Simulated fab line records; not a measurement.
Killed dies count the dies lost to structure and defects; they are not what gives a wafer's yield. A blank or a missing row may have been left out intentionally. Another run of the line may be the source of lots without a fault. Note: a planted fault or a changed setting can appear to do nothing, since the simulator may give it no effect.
Split-lot study / flow berkeley_cmos170 / 23 wafers read from 5 lots, route of 331 steps

== THE SPLIT ITSELF ==
At UCB170_M1_SPUTTER_00 (material Al, target thk 600 nm, time 80 s), the setting time_s was moved away from the recipe's 80 s on 10 of the 23 wafers read, by -12.5% to +11.7%. The other wafers ran this setting at the recipe's value.

== FROM THE SPLIT TO THE READING: what the file shows between them, 2 steps ==
- UCB170_M1_RS_MEAS_01: measures by four-point-probe
- UCB170_M1_THK_MEAS_02: measures by xrf

== THE READING ==
oes_product_au, in a.u., at UCB170_M1_METAL_ETCH_12 (etches Al in Cl2/BCl3, stops on PSG, target depth 780 nm, time 130 s). A value of 0.848 a.u. with a standard deviation of 0.013 a.u. is what fault-free wafers of this fab line usually give.

wafer=L074.1; tool, chamber at the split=pvd_sputter-04, -; time_s as run, s=80; against the recipe=recipe; oes_product_au, a.u.=0.860; against lot-mates on the recipe=-
wafer=L074.2; tool, chamber at the split=pvd_sputter-04, -; time_s as run, s=80; against the recipe=recipe; oes_product_au, a.u.=0.838; against lot-mates on the recipe=-
wafer=L074.5; tool, chamber at the split=pvd_sputter-04, -; time_s as run, s=80; against the recipe=recipe; oes_product_au, a.u.=0.865; against lot-mates on the recipe=-
wafer=L078.1; tool, chamber at the split=pvd_sputter-03, -; time_s as run, s=80; against the recipe=recipe; oes_product_au, a.u.=0.864; against lot-mates on the recipe=-
wafer=L078.3; tool, chamber at the split=pvd_sputter-03, -; time_s as run, s=69.98; against the recipe=-12.5%; oes_product_au, a.u.=0.779; against lot-mates on the recipe=-0.070
wafer=L078.4; tool, chamber at the split=pvd_sputter-03, -; time_s as run, s=69.98; against the recipe=-12.5%; oes_product_au, a.u.=0.802; against lot-mates on the recipe=-0.046
wafer=L078.5; tool, chamber at the split=pvd_sputter-03, -; time_s as run, s=69.98; against the recipe=-12.5%; oes_product_au, a.u.=0.802; against lot-mates on the recipe=-0.046
wafer=L078.6; tool, chamber at the split=pvd_sputter-03, -; time_s as run, s=80; against the recipe=recipe; oes_product_au, a.u.=0.833; against lot-mates on the recipe=-
wafer=L080.2; tool, chamber at the split=pvd_sputter-04, -; time_s as run, s=89.39; against the recipe=+11.7%; oes_product_au, a.u.=0.905; against lot-mates on the recipe=+0.049
wafer=L080.3; tool, chamber at the split=pvd_sputter-04, -; time_s as run, s=80; against the recipe=recipe; oes_product_au, a.u.=0.852; against lot-mates on the recipe=-
wafer=L080.4; tool, chamber at the split=pvd_sputter-04, -; time_s as run, s=80; against the recipe=recipe; oes_product_au, a.u.=0.868; against lot-mates on the recipe=-
wafer=L080.5; tool, chamber at the split=pvd_sputter-04, -; time_s as run, s=89.39; against the recipe=+11.7%; oes_product_au, a.u.=0.931; against lot-mates on the recipe=+0.075
wafer=L080.6; tool, chamber at the split=pvd_sputter-04, -; time_s as run, s=80; against the recipe=recipe; oes_product_au, a.u.=0.849; against lot-mates on the recipe=-
wafer=L081.1; tool, chamber at the split=pvd_sputter-03, -; time_s as run, s=70.47; against the recipe=-11.9%; oes_product_au, a.u.=0.810; against lot-mates on the recipe=-0.045
wafer=L081.2; tool, chamber at the split=pvd_sputter-03, -; time_s as run, s=70.47; against the recipe=-11.9%; oes_product_au, a.u.=0.785; against lot-mates on the recipe=-0.070
wafer=L081.3; tool, chamber at the split=pvd_sputter-03, -; time_s as run, s=80; against the recipe=recipe; oes_product_au, a.u.=0.864; against lot-mates on the recipe=-
wafer=L081.5; tool, chamber at the split=pvd_sputter-03, -; time_s as run, s=80; against the recipe=recipe; oes_product_au, a.u.=0.846; against lot-mates on the recipe=-
wafer=L081.6; tool, chamber at the split=pvd_sputter-03, -; time_s as run, s=70.47; against the recipe=-11.9%; oes_product_au, a.u.=0.788; against lot-mates on the recipe=-0.067
wafer=L084.2; tool, chamber at the split=pvd_sputter-03, -; time_s as run, s=86.85; against the recipe=+8.6%; oes_product_au, a.u.=0.908; against lot-mates on the recipe=+0.054
wafer=L084.3; tool, chamber at the split=pvd_sputter-03, -; time_s as run, s=80; against the recipe=recipe; oes_product_au, a.u.=0.839; against lot-mates on the recipe=-
wafer=L084.4; tool, chamber at the split=pvd_sputter-03, -; time_s as run, s=80; against the recipe=recipe; oes_product_au, a.u.=0.868; against lot-mates on the recipe=-
wafer=L084.5; tool, chamber at the split=pvd_sputter-03, -; time_s as run, s=80; against the recipe=recipe; oes_product_au, a.u.=0.856; against lot-mates on the recipe=-
wafer=L084.6; tool, chamber at the split=pvd_sputter-03, -; time_s as run, s=86.85; against the recipe=+8.6%; oes_product_au, a.u.=0.879; against lot-mates on the recipe=+0.025

THE FIT
A straight line over all 23 wafers: oes_product_au changes by +0.00498 a.u. for each +1% of time_s; r = +0.95; the points scatter about the line by 0.013 a.u.
The same after taking each lot's own level away (the mean of its wafers on the recipe; 23 wafers): +0.00481 a.u. for each +1%; r = +0.95; scatter 0.013 a.u.
The reading moves by 0.06 a.u. for the largest change in time_s, on that fit.
Measured against the standard deviation above, the lots' own levels, which go from 0.8485 to 0.8563 a.u., span 0.6 times it.
Hence the lot-to-lot level has little effect on the slope; both slopes agree.
Check: for one of the wafers moved furthest among these (-12.5%), held out of the fit, the line's prediction against its lot-mates is -0.058 a.u. It came out at -0.0695 a.u. against them.

== FURTHER SPLITS ON THESE WAFERS ==
Note: prior to the reading, these wafers also went through further splits. Each is held against what the fit with the lots' levels taken away leaves over:
other split on the same wafers=UCB170_PSD_IMPLANT_08 dose_cm2; wafers away from the commonest value=5; r with oes_product_au (lot level and that fit taken away)=+0.09
other split on the same wafers=UCB170_NSD_STRIP_09 power_w; wafers away from the commonest value=5; r with oes_product_au (lot level and that fit taken away)=-0.31
other split on the same wafers=UCB170_BACKSIDE_COAT_01 spin_rpm; wafers away from the commonest value=11; r with oes_product_au (lot level and that fit taken away)=-0.09
other split on the same wafers=UCB170_SILICIDE_SPUTTER_01 power_w; wafers away from the commonest value=5; r with oes_product_au (lot level and that fit taken away)=+0.07

== THE WHOLE CHAIN: every reading that the file lists as answering this split, in the file's order ==
step=UCB170_M1_SPUTTER_00; what it does=material Al, target thk 600 nm, time 80 s; reading=Al_of_M1_SPUTTER_00.thk_nm (the simulator's own value, which no gauge read); change (the file's fit)=+6.01 nm for each +1% of the setting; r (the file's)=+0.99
step=UCB170_M1_RS_MEAS_01; what it does=measures by four-point-probe; reading=M1_AL_RS; change (the file's fit)=-0.000513 for each +1% of the setting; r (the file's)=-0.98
step=UCB170_M1_THK_MEAS_02; what it does=measures by xrf; reading=M1_AL_THK; change (the file's fit)=+6.01 for each +1% of the setting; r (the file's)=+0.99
step=UCB170_M1_METAL_ETCH_12; what it does=etches Al in Cl2/BCl3, stops on PSG, target depth 780 nm, time 130 s; reading=oes_product_au; change (the file's fit)=+0.00481 a.u. for each +1% of the setting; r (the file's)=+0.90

== THE FILE'S OWN FIT ==
oes_product_au changes by +0.00481 a.u. for each +1% of time_s, r = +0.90.
